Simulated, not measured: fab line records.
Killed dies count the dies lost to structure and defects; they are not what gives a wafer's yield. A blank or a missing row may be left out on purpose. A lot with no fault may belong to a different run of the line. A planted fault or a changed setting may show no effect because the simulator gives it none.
Split-lot study | flow berkeley_cmos170 | 23 wafers read across 5 lots, on a route 331 steps long

## THE SPLIT ITSELF
At UCB170_GATE_EXPOSE_09 (exposes mask POLY, target cd 350 nm), the setting dose_mj was moved away from the recipe's 21 on 10 of the 23 wafers read, by -2.1% to +6.3%. The other wafers ran this setting at the recipe's value.

## FROM THE SPLIT TO THE READING: what the file shows between them, 6 steps
- UCB170_GATE_PEB_10
- UCB170_GATE_DEVELOP_11: develop time 45 s
- UCB170_GATE_CD_MEAS_12: target cd 350 nm
- UCB170_GATE_ETCH_14: etches BARC in N2/H2
- UCB170_GATE_ETCH_15: etches poly-Si in HBr/Cl2, stops on SiO2, time 56.3 s, target depth 278.2 nm
- UCB170_GATE_STRIP_16: strips in O2

## THE READING
cd_nm at UCB170_GATE_CD_MEAS_90, given in nm (cd target 350 nm). Fault-free wafers of this fab line usually give 350.1 nm, standard deviation 1.6 nm.

wafer  | tool, chamber at the split | dose_mj as run | against the recipe | cd_nm, nm | against lot-mates on the recipe
L076.1 | krf_scanner-02, 0          | 21             | recipe             | 350.5     | -
L076.2 | krf_scanner-02, 0          | 22.04          | +5.0%              | 340.9     | -9.5
L076.3 | krf_scanner-02, 0          | 22.04          | +5.0%              | 342.4     | -8.0
L076.5 | krf_scanner-02, 0          | 21             | recipe             | 349.8     | -
L076.6 | krf_scanner-02, 0          | 21             | recipe             | 350.8     | -
L077.1 | krf_scanner-01, 0          | 21             | recipe             | 351.6     | -
L077.2 | krf_scanner-01, 0          | 21             | recipe             | 351.1     | -
L077.4 | krf_scanner-01, 0          | 21             | recipe             | 351.9     | -
L077.5 | krf_scanner-01, 0          | 20.56          | -2.1%              | 352.9     | +1.4
L077.6 | krf_scanner-01, 0          | 20.56          | -2.1%              | 354.8     | +3.3
L078.2 | krf_scanner-01, 0          | 21             | recipe             | 348.0     | -
L078.3 | krf_scanner-01, 0          | 22.32          | +6.3%              | 338.5     | -10.0
L078.4 | krf_scanner-01, 0          | 22.32          | +6.3%              | 337.5     | -11.0
L078.5 | krf_scanner-01, 0          | 21             | recipe             | 349.0     | -
L078.6 | krf_scanner-01, 0          | 22.32          | +6.3%              | 337.0     | -11.5
L081.2 | krf_scanner-02, 0          | 21             | recipe             | 351.6     | -
L081.3 | krf_scanner-02, 0          | 21.83          | +4.0%              | 343.8     | -7.1
L081.4 | krf_scanner-02, 0          | 21.83          | +4.0%              | 344.3     | -6.6
L081.5 | krf_scanner-02, 0          | 21.83          | +4.0%              | 343.5     | -7.4
L081.6 | krf_scanner-02, 0          | 21             | recipe             | 350.2     | -
L084.3 | krf_scanner-01, 0          | 21             | recipe             | 351.5     | -
L084.5 | krf_scanner-01, 0          | 21             | recipe             | 350.5     | -
L084.6 | krf_scanner-01, 0          | 21             | recipe             | 349.5     | -

FIT RESULTS
A straight line over all 23 wafers: cd_nm changes by -1.88 nm for each +1% of dose_mj; r = -0.98; the points scatter about the line by 1.1 nm.
The same after taking each lot's own level away (the mean of its wafers on the recipe; 23 wafers): -1.68 nm for each +1%; r = -0.99; scatter 0.74 nm.
Per that fit: largest dose_mj move, reading shift of 11 nm.
From 348.50 to 351.53 nm: that is the span of the lots' own levels, equal to 1.9 times the standard deviation above.
Hence the slope depends on the lot-to-lot level, as the two fits are not the same.
Check: -11 nm against its lot-mates is what the line predicts for one of the wafers moved furthest among these (+6.3%) when that wafer is left out of the fit. Against them it came out at -10 nm.

## OTHER SPLITS APPLIED TO THESE WAFERS
Note: prior to the reading, these wafers also went through further splits. Each is held against what the fit with the lots' levels taken away leaves over:
other split on the same wafers   | wafers away from the commonest value | r with cd_nm (lot level and that fit taken away)
UCB170_SACOX_OXIDATION_01 temp_c | 10                                   | +0.15
UCB170_PVT_IMPLANT_07 dose_cm2   | 9                                    | +0.00

## THE WHOLE CHAIN: every reading that the file lists as answering this split, in the file's order
step                   | what it does                                                                 | reading                                                     | change (the file's fit)              | r (the file's)
UCB170_GATE_CD_MEAS_12 | target cd 350 nm                                                             | cd_nm                                                       | -1.71 nm for each +1% of the setting | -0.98
UCB170_GATE_ETCH_15    | etches poly-Si in HBr/Cl2, stops on SiO2, time 56.3 s, target depth 278.2 nm | GATE.cd_nm (the simulator's own value, which no gauge read) | -1.71 nm for each +1% of the setting | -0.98
UCB170_GATE_CD_MEAS_90 | target cd 350 nm                                                             | cd_nm                                                       | -1.71 nm for each +1% of the setting | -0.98

## THE FILE'S OWN FIT
cd_nm changes by -1.71 nm for each +1% of dose_mj, r = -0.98.
